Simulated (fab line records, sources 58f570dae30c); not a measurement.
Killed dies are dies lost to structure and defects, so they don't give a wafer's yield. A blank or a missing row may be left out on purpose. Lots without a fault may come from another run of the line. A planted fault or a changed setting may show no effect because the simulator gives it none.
Split-lot experiment | flow berkeley_cmos170 | 5 lots, 23 wafers read, on a route of 331 steps

THE SPLIT
At UCB170_PWELL_IMPLANT_15, the setting energy_kev was moved away from the recipe's 60 on 7 of the 23 wafers read, by -3.8% to +5.4%. The other wafers ran this setting at the recipe's value.

The reading is taken at the split's own step.

THE READING
implant.drp_nm (the simulator's own value, which no gauge read), in nm, at UCB170_PWELL_IMPLANT_15. The file gives no usual value for it.

wafer  | tool, chamber at the split | energy_kev as run | against the recipe | implant.drp_nm, nm | against lot-mates on the recipe
L074.1 | implanter-01, 0            | 61.86             | +3.1%              | 65.75              | +1.05
L074.3 | implanter-01, 0            | 61.86             | +3.1%              | 65.75              | +1.05
L074.4 | implanter-01, 0            | 60                | recipe             | 64.7               | -
L074.5 | implanter-01, 0            | 60                | recipe             | 64.7               | -
L074.6 | implanter-01, 0            | 60                | recipe             | 64.7               | -
L077.2 | implanter-01, 0            | 60                | recipe             | 64.7               | -
L077.3 | implanter-01, 0            | 60                | recipe             | 64.7               | -
L077.6 | implanter-01, 0            | 60                | recipe             | 64.7               | -
L077.4 | implanter-01, 0            | 63.26             | +5.4%              | 66.52              | +1.82
L077.5 | implanter-01, 0            | 63.26             | +5.4%              | 66.52              | +1.82
L081.2 | implanter-02, 0            | 60                | recipe             | 64.7               | -
L081.3 | implanter-02, 0            | 60                | recipe             | 64.7               | -
L081.4 | implanter-02, 0            | 60                | recipe             | 64.7               | -
L081.5 | implanter-02, 0            | 60                | recipe             | 64.7               | -
L081.6 | implanter-02, 0            | 60                | recipe             | 64.7               | -
L084.1 | implanter-02, 0            | 60                | recipe             | 64.7               | -
L084.4 | implanter-02, 0            | 60                | recipe             | 64.7               | -
L084.5 | implanter-02, 0            | 60                | recipe             | 64.7               | -
L085.1 | implanter-01, 0            | 60                | recipe             | 64.7               | -
L085.3 | implanter-01, 0            | 60                | recipe             | 64.7               | -
L085.4 | implanter-01, 0            | 57.73             | -3.8%              | 63.38              | -1.32
L085.5 | implanter-01, 0            | 57.73             | -3.8%              | 63.38              | -1.32
L085.6 | implanter-01, 0            | 57.73             | -3.8%              | 63.38              | -1.32

THE FIT
A straight line over all 23 wafers: implant.drp_nm changes by +0.341 nm for each +1% of energy_kev; r = +1.00; the points scatter about the line by 0.013 nm.
The same after taking each lot's own level away (the mean of its wafers on the recipe; 23 wafers): +0.341 nm for each +1%; r = +1.00; scatter 0.013 nm.
On that fit, the largest move of energy_kev shifts the reading by 1.9 nm.
The lots' own levels span 64.700 to 64.700 nm.
So the lot-to-lot level changes the slope little: the two slopes agree.
Check: with one of the wafers moved furthest among these (+5.4%) left out of the fit, the line predicts +1.85 nm for it against its lot-mates. It came out at +1.82 nm against them.

OTHER SPLITS ON THESE WAFERS
These wafers also went through other splits before the reading. Each is held against what the fit with the lots' levels taken away leaves over:
other split on the same wafers     | wafers away from the commonest value | r with implant.drp_nm (lot level and that fit taken away)
UCB170_START_OXIDATION_02 temp_c   | 18                                   | -0.43
UCB170_NWELL_COAT_07 resist_thk_nm | 6                                    | +0.13
UCB170_NWELL_IMPLANT_14 energy_kev | 6                                    | +0.09
UCB170_PWELL_CVD_05 time_s         | 15                                   | -0.27

THE WHOLE CHAIN: every reading that the file lists as answering this split, in the file's order
step                    | what it does | reading                                                         | change (the file's fit)               | r (the file's)
UCB170_PWELL_IMPLANT_15 |              | implant.rp_nm (the simulator's own value, which no gauge read)  | +2.18 nm for each +1% of the setting  | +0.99
UCB170_PWELL_IMPLANT_15 |              | implant.drp_nm (the simulator's own value, which no gauge read) | +0.339 nm for each +1% of the setting | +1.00

THE FILE'S OWN FIT
implant.drp_nm changes by +0.339 nm for each +1% of energy_kev, r = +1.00.
